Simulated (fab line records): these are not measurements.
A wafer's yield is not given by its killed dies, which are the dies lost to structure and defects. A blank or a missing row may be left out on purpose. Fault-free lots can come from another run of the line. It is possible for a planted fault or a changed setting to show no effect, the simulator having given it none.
Problem report in the 8D (eight disciplines) form, filled by code / flow berkeley_cmos170 / the parts of the form that need people (team, actions taken, sign-off) are left out

== 1. WHAT IS WRONG ==
Wafers without a fault read 1500.1 rpm, standard deviation 1.1; spin_speed_rpm at UCB170_M2_COAT_05 reads a mean of 1609.8 rpm on 6 wafers belonging to 2 lots. That is +99 or more standard deviations from the usual mean.
The step: resist thk 900 nm.
First seen on wafer L122.2, day 11 13:59, on litho_track-01. Wafers with a number at this step in the record: 42, from 14 lots. The rule behind "out" and "out of limits": a value lying over 4 standard deviations away from the usual mean. All remaining wafers that have a number are taken as sound.

== 2. WHAT IT IS AND WHAT IT IS NOT ==
question=which readings at this step | is=spin_speed_rpm | is not=-
question=which lots | is=L122, L130 | is not=L113, L116, L117, L118, L119, L120, L121, L123, L127, L128, L134, L135
question=which wafers of those lots | is=all that have a number | is not=-
question=read on which tools | is=litho_track-01 | is not=litho_track-02, litho_track-04
question=when | is=from day 11 13:59 | is not=up to then (24 sound wafers); but 12 sound wafers of L127, L128, L134, L135 came after

== 3. WHAT RULES OUT EACH SUSPECT ==
Counting: a tool stays on the suspect list if, at a process step up to the reading, it processed all lots that are out and no sound lot following the first of them.
- litho_track-01 at UCB170_M2_COAT_05 (resist thk 900 nm): kept. It ran every lot that is out, first L122 (day 11 13:59), and no sound lot after that; its last sound lot up to then is L123 (day 11 10:02). Its own readings are out on those wafers: spin_speed_rpm.
Remaining after the count: litho_track-01 at UCB170_M2_COAT_05.

== 4. THE CAUSE (what the simulator had put in) ==
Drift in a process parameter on litho_track-01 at UCB170_M2_COAT_05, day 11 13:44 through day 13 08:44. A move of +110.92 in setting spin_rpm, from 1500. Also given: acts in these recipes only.
Only this tool survived the counting.

== 5. THE CHAIN OF EFFECTS, in route order ==
Each row: a reading whose mean over the struck wafers that have a number lies more than 3 standard deviations from the usual. Readings are gone through only where the record gives a usual standard deviation; hours: the median, over the lots, of the time from a lot's start at the first step in this table giving one to that lot's start at this step; sigmas: the change measured in usual standard deviations.
hours=0; step=UCB170_M2_COAT_05; reading=spin_speed_rpm; usual=1500.1 rpm; on struck wafers=1609.8; change=+109.8; sigmas=+99 or more
hours=0; step=UCB170_M2_STRIP_07; reading=strip_time_to_endpoint_s; usual=21.94 s; on struck wafers=21.17; change=-0.77; sigmas=-11
It contains these process steps:
- UCB170_M2_COAT_05: resist thk 900 nm.
- UCB170_M2_STRIP_07: strips in O2.

== 6. HOW IT WOULD HAVE BEEN CAUGHT EARLIER ==
In this record no reading fell out of limits until day 11 13:59, 0 hours after the fault had begun at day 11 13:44.
